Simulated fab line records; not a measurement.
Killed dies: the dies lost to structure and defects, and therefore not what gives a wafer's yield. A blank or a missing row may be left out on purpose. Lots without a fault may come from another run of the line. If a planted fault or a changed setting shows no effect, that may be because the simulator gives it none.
The tool behind it: which one? / flow berkeleyCmos170 / 14 lots, 42 wafers sampled, at 6 steps of a route of 331

WHAT THE GAUGES READ, wafer by wafer
UCB170_GATE_CD_MEAS_90 targets a cd of 350 nm.
lot=L323; measured=day 7 11:16; on=cdSem-02; cdNm (nm)=350.4 351.3 350.1
lot=L322; measured=day 7 11:17; on=cdSem-01; cdNm (nm)=351.1 349.7 349.9
lot=L324; measured=day 7 20:06; on=cdSem-02; cdNm (nm)=349.4 349.1 349.9
lot=L325; measured=day 7 20:20; on=cdSem-01; cdNm (nm)=351.0 350.9 352.9
lot=L326; measured=day 8 03:24; on=cdSem-01; cdNm (nm)=350.1 349.8 350.5
lot=L327; measured=day 8 03:31; on=cdSem-02; cdNm (nm)=350.9 350.0 349.0
lot=L331; measured=day 9 05:47; on=cdSem-02; cdNm (nm)=351.9 351.9 350.8
lot=L330; measured=day 9 06:11; on=cdSem-02; cdNm (nm)=352.0 349.3 349.0
lot=L335; measured=day 10 09:15; on=cdSem-02; cdNm (nm)=348.6 346.0 347.5
lot=L339; measured=day 10 21:32; on=cdSem-01; cdNm (nm)=352.1 350.1 351.7
lot=L337; measured=day 10 21:40; on=cdSem-01; cdNm (nm)=351.3 351.5 351.9
lot=L338; measured=day 10 21:53; on=cdSem-02; cdNm (nm)=349.0 349.3 349.3
lot=L342; measured=day 11 22:19; on=cdSem-02; cdNm (nm)=348.3 349.1 349.5
lot=L343; measured=day 12 11:01; on=cdSem-01; cdNm (nm)=347.4 349.1 350.3

UCB170_PSD_TW_MEAS_10.
lot=L323; measured=day 7 23:22; on=filmMetro-04; PSD_TW=2333 2350 2342
lot=L322; measured=day 7 23:09; on=filmMetro-01; PSD_TW=2282 2289 2287
lot=L324; measured=day 8 09:02; on=filmMetro-02; PSD_TW=2297 2319 2315
lot=L325; measured=day 8 08:58; on=filmMetro-04; PSD_TW=2332 2335 2325
lot=L326; measured=day 8 17:07; on=filmMetro-01; PSD_TW=2285 2298 2300
lot=L327; measured=day 8 17:21; on=filmMetro-01; PSD_TW=2304 2301 2298
lot=L331; measured=day 9 18:43; on=filmMetro-04; PSD_TW=2319 2317 2314
lot=L330; measured=day 9 18:57; on=filmMetro-02; PSD_TW=2306 2327 2313
lot=L335; measured=day 10 23:12; on=filmMetro-01; PSD_TW=1902 1901 1899
lot=L339; measured=day 11 11:25; on=filmMetro-04; PSD_TW=1923 1931 1927
lot=L337; measured=day 11 11:07; on=filmMetro-01; PSD_TW=2292 2306 2296
lot=L338; measured=day 11 10:56; on=filmMetro-04; PSD_TW=2324 2339 2340
lot=L342; measured=day 12 15:32; on=filmMetro-04; PSD_TW=2341 2357 2355
lot=L343; measured=day 13 00:00; on=filmMetro-04; PSD_TW=2326 2317 2326

UCB170_NSD_TW_MEAS_10.
lot=L323; measured=day 8 03:15; on=filmMetro-04; NSD_TW=4209 4212 4190
lot=L322; measured=day 8 00:59; on=filmMetro-02; NSD_TW=4173 4163 4170
lot=L324; measured=day 8 10:50; on=filmMetro-02; NSD_TW=4179 4164 4178
lot=L325; measured=day 8 10:35; on=filmMetro-01; NSD_TW=4141 4145 4136
lot=L326; measured=day 8 18:47; on=filmMetro-02; NSD_TW=4170 4163 4150
lot=L327; measured=day 8 19:11; on=filmMetro-02; NSD_TW=4167 4150 4133
lot=L331; measured=day 9 20:32; on=filmMetro-01; NSD_TW=4096 4091 4085
lot=L330; measured=day 9 20:37; on=filmMetro-04; NSD_TW=4170 4190 4188
lot=L335; measured=day 11 01:46; on=filmMetro-02; NSD_TW=4164 4160 4144
lot=L339; measured=day 11 13:20; on=filmMetro-02; NSD_TW=4143 4165 4161
lot=L337; measured=day 11 13:08; on=filmMetro-01; NSD_TW=4127 4137 4151
lot=L338; measured=day 11 13:02; on=filmMetro-04; NSD_TW=4172 4203 4189
lot=L342; measured=day 12 17:14; on=filmMetro-02; NSD_TW=4136 4169 4169
lot=L343; measured=day 13 03:32; on=filmMetro-01; NSD_TW=4150 4131 4119

UCB170_SDANNEAL_RS_MEAS_02: measurement is done with a four-point probe.
lot=L323; measured=day 8 04:23; on=filmMetro-02; PSD_RS (ohm/sq)=75.4 75.4 75.8
lot=L322; measured=day 8 02:13; on=filmMetro-04; PSD_RS (ohm/sq)=75.3 75.4 74.9
lot=L324; measured=day 8 11:58; on=filmMetro-01; PSD_RS (ohm/sq)=75.5 75.3 75.3
lot=L325; measured=day 8 11:40; on=filmMetro-04; PSD_RS (ohm/sq)=75.8 75.6 76.1
lot=L326; measured=day 8 19:52; on=filmMetro-04; PSD_RS (ohm/sq)=76.0 76.0 75.7
lot=L327; measured=day 8 20:25; on=filmMetro-02; PSD_RS (ohm/sq)=75.7 75.5 75.6
lot=L331; measured=day 9 21:40; on=filmMetro-04; PSD_RS (ohm/sq)=76.0 75.8 76.2
lot=L330; measured=day 10 00:11; on=filmMetro-01; PSD_RS (ohm/sq)=75.3 75.1 75.2
lot=L335; measured=day 11 03:36; on=filmMetro-02; PSD_RS (ohm/sq)=115.2 115.2 115.2
lot=L339; measured=day 11 14:26; on=filmMetro-04; PSD_RS (ohm/sq)=114.8 114.8 114.6
lot=L337; measured=day 11 14:13; on=filmMetro-02; PSD_RS (ohm/sq)=75.3 75.3 75.5
lot=L338; measured=day 11 14:07; on=filmMetro-01; PSD_RS (ohm/sq)=75.6 75.5 75.2
lot=L342; measured=day 12 18:41; on=filmMetro-01; PSD_RS (ohm/sq)=75.2 75.3 75.1
lot=L343; measured=day 13 04:38; on=filmMetro-04; PSD_RS (ohm/sq)=75.6 75.8 75.5

TOOL THAT RAN EACH LOT (tool first, then ch and the chambers of the sampled wafers, then the start)
lot=L323; UCB170_PSD_IMPLANT_08=implanter-04 ch 0, day 7 23:09; UCB170_PSD_STRIP_09=plasmaAsher-03 ch 0,1, day 7 23:17
lot=L322; UCB170_PSD_IMPLANT_08=implanter-03 ch 0, day 7 22:55; UCB170_PSD_STRIP_09=plasmaAsher-02 ch 0,1, day 7 23:02
lot=L324; UCB170_PSD_IMPLANT_08=implanter-01 ch 0, day 8 08:47; UCB170_PSD_STRIP_09=plasmaAsher-03 ch 0,1, day 8 08:56
lot=L325; UCB170_PSD_IMPLANT_08=implanter-04 ch 0, day 8 08:43; UCB170_PSD_STRIP_09=plasmaAsher-01 ch 0,1, day 8 08:52
lot=L326; UCB170_PSD_IMPLANT_08=implanter-01 ch 0, day 8 16:51; UCB170_PSD_STRIP_09=plasmaAsher-01 ch 0,1, day 8 17:00
lot=L327; UCB170_PSD_IMPLANT_08=implanter-03 ch 0, day 8 17:07; UCB170_PSD_STRIP_09=plasmaAsher-03 ch 0,1, day 8 17:14
lot=L331; UCB170_PSD_IMPLANT_08=implanter-03 ch 0, day 9 18:28; UCB170_PSD_STRIP_09=plasmaAsher-03 ch 0,1, day 9 18:37
lot=L330; UCB170_PSD_IMPLANT_08=implanter-04 ch 0, day 9 18:42; UCB170_PSD_STRIP_09=plasmaAsher-02 ch 0,1, day 9 18:51
lot=L335; UCB170_PSD_IMPLANT_08=implanter-01 ch 0, day 10 23:00; UCB170_PSD_STRIP_09=plasmaAsher-01 ch 0,1, day 10 23:06
lot=L339; UCB170_PSD_IMPLANT_08=implanter-01 ch 0, day 11 11:10; UCB170_PSD_STRIP_09=plasmaAsher-01 ch 0,1, day 11 11:18
lot=L337; UCB170_PSD_IMPLANT_08=implanter-03 ch 0, day 11 10:52; UCB170_PSD_STRIP_09=plasmaAsher-03 ch 0,1, day 11 11:01
lot=L338; UCB170_PSD_IMPLANT_08=implanter-04 ch 0, day 11 10:43; UCB170_PSD_STRIP_09=plasmaAsher-01 ch 0,1, day 11 10:50
lot=L342; UCB170_PSD_IMPLANT_08=implanter-04 ch 0, day 12 15:17; UCB170_PSD_STRIP_09=plasmaAsher-03 ch 0,1, day 12 15:26
lot=L343; UCB170_PSD_IMPLANT_08=implanter-03 ch 0, day 12 23:47; UCB170_PSD_STRIP_09=plasmaAsher-01 ch 0,1, day 12 23:55
- UCB170_PSD_IMPLANT_08
- UCB170_PSD_STRIP_09: strips in O2.

WHAT THE TOOLS THEMSELVES READ (means of the sampled wafers that have a number; where no wafer has one, the mark that the record gives instead)
UCB170_PSD_IMPLANT_08.
lot=L323; tool=implanter-04; doseIonsCm2=3.0027e+15; endStationPressureTorr (Torr)=1.28e-05; faradayCurrentUA=9214
lot=L322; tool=implanter-03; doseIonsCm2=2.9970e+15; endStationPressureTorr (Torr)=1.27e-05; faradayCurrentUA=9304
lot=L324; tool=implanter-01; doseIonsCm2=2.9999e+15; endStationPressureTorr (Torr)=1.19e-05; faradayCurrentUA=9314
lot=L325; tool=implanter-04; doseIonsCm2=2.9983e+15; endStationPressureTorr (Torr)=1.29e-05; faradayCurrentUA=9424
lot=L326; tool=implanter-01; doseIonsCm2=3.0032e+15; endStationPressureTorr (Torr)=1.28e-05; faradayCurrentUA=9001
lot=L327; tool=implanter-03; doseIonsCm2=2.9966e+15; endStationPressureTorr (Torr)=1.24e-05; faradayCurrentUA=9407
lot=L331; tool=implanter-03; doseIonsCm2=2.9994e+15; endStationPressureTorr (Torr)=1.30e-05; faradayCurrentUA=9468
lot=L330; tool=implanter-04; doseIonsCm2=3.0003e+15; endStationPressureTorr (Torr)=1.28e-05; faradayCurrentUA=9230
lot=L335; tool=implanter-01; doseIonsCm2=1.6482e+15; endStationPressureTorr (Torr)=9.07e-06; faradayCurrentUA=5280
lot=L339; tool=implanter-01; doseIonsCm2=1.6488e+15; endStationPressureTorr (Torr)=9.43e-06; faradayCurrentUA=5150
lot=L337; tool=implanter-03; doseIonsCm2=3.0022e+15; endStationPressureTorr (Torr)=1.28e-05; faradayCurrentUA=9341
lot=L338; tool=implanter-04; doseIonsCm2=3.0023e+15; endStationPressureTorr (Torr)=1.20e-05; faradayCurrentUA=9163
lot=L342; tool=implanter-04; doseIonsCm2=3.0050e+15; endStationPressureTorr (Torr)=1.28e-05; faradayCurrentUA=9381
lot=L343; tool=implanter-03; doseIonsCm2=3.0003e+15; endStationPressureTorr (Torr)=1.19e-05; faradayCurrentUA=9425

UCB170_PSD_STRIP_09.
lot=L323; tool=plasmaAsher-03; drypumpMotorCurrentA (A)=5.3; oesProductAu (a.u.)=0.603; stripTimeToEndpointS (s)=29.37
lot=L322; tool=plasmaAsher-02; drypumpMotorCurrentA (A)=5.6; oesProductAu (a.u.)=0.601; stripTimeToEndpointS (s)=29.45
lot=L324; tool=plasmaAsher-03; drypumpMotorCurrentA (A)=5.4; oesProductAu (a.u.)=0.597; stripTimeToEndpointS (s)=29.34
lot=L325; tool=plasmaAsher-01; drypumpMotorCurrentA (A)=5.9; oesProductAu (a.u.)=0.602; stripTimeToEndpointS (s)=29.31
lot=L326; tool=plasmaAsher-01; drypumpMotorCurrentA (A)=5.9; oesProductAu (a.u.)=0.600; stripTimeToEndpointS (s)=29.31
lot=L327; tool=plasmaAsher-03; drypumpMotorCurrentA (A)=5.4; oesProductAu (a.u.)=0.598; stripTimeToEndpointS (s)=29.39
lot=L331; tool=plasmaAsher-03; drypumpMotorCurrentA (A)=5.5; oesProductAu (a.u.)=0.600; stripTimeToEndpointS (s)=29.45
lot=L330; tool=plasmaAsher-02; drypumpMotorCurrentA (A)=5.5; oesProductAu (a.u.)=0.600; stripTimeToEndpointS (s)=29.43
lot=L335; tool=plasmaAsher-01; drypumpMotorCurrentA (A)=5.8; oesProductAu (a.u.)=0.694; stripTimeToEndpointS (s)=23.39
lot=L339; tool=plasmaAsher-01; drypumpMotorCurrentA (A)=5.6; oesProductAu (a.u.)=0.689; stripTimeToEndpointS (s)=23.57
lot=L337; tool=plasmaAsher-03; drypumpMotorCurrentA (A)=5.3; oesProductAu (a.u.)=0.601; stripTimeToEndpointS (s)=29.39
lot=L338; tool=plasmaAsher-01; drypumpMotorCurrentA (A)=5.6; oesProductAu (a.u.)=0.602; stripTimeToEndpointS (s)=29.37
lot=L342; tool=plasmaAsher-03; drypumpMotorCurrentA (A)=5.5; oesProductAu (a.u.)=0.601; stripTimeToEndpointS (s)=29.50
lot=L343; tool=plasmaAsher-01; drypumpMotorCurrentA (A)=5.6; oesProductAu (a.u.)=0.597; stripTimeToEndpointS (s)=29.32

THE ANSWER, worked out from the rows above alone
Rule: what is usual is taken from the lots themselves. Put in order of their means at a reading, lots are off if they are a third of the lots or fewer, leave a main group of 4 or more, and stand apart from it by a gap of 3 or more times the standard deviation of the main group's means; of several such gaps the widest counts. If all means in a main group match to the digits the tables above print for the reading, that group is not used. Also off: a lot with no number at a reading for which 4 or more lots have one. The other lots that the step has rows for count as sound. After the gauges, taken in route order, come the tools' own readings; for these a lot's mean is taken, as printed above. The first step at which some lot is off is used, and at that step the reading that is off furthest; a lot without a number counts as furthest.
Off: L335, L339, at UCB170_PSD_TW_MEAS_10 (PSD_TW). For the main group the mean is 2317 and the standard deviation 19.
A tool fits if, at a process step before that reading, it ran every lot that is off, and no sound lot after the first of them. Not tried: the gauges at UCB170_PSD_TW_MEAS_10; whatever is off there is also off at UCB170_PSD_IMPLANT_08, on other tools, and gauge error can't account for it. One fits: UCB170_PSD_IMPLANT_08 on implanter-01. Its last sound lot is L326 (day 8 16:51), its first lot that is off L335 (day 10 23:00): a fault that began between those two fits.
The tool's own readings at UCB170_PSD_IMPLANT_08 bear it out: on the lots that are off they differ by more than 5 times the standard deviation of the sound lots' means. doseIonsCm2 reads 1.6485e+15 there against 3.0006e+15 on the sound lots; endStationPressureTorr reads 9.25e-06 Torr there against 1.26e-05 Torr on the sound lots; faradayCurrentUA reads 5215 there against 9306 on the sound lots.

WHAT WAS PUT IN BY THE SIMULATOR
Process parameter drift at UCB170_PSD_IMPLANT_08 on implanter-01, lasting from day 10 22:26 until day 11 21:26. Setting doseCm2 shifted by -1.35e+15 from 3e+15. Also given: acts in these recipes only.
Lots struck among those shown: L335, L339. The same result came from the rule above.
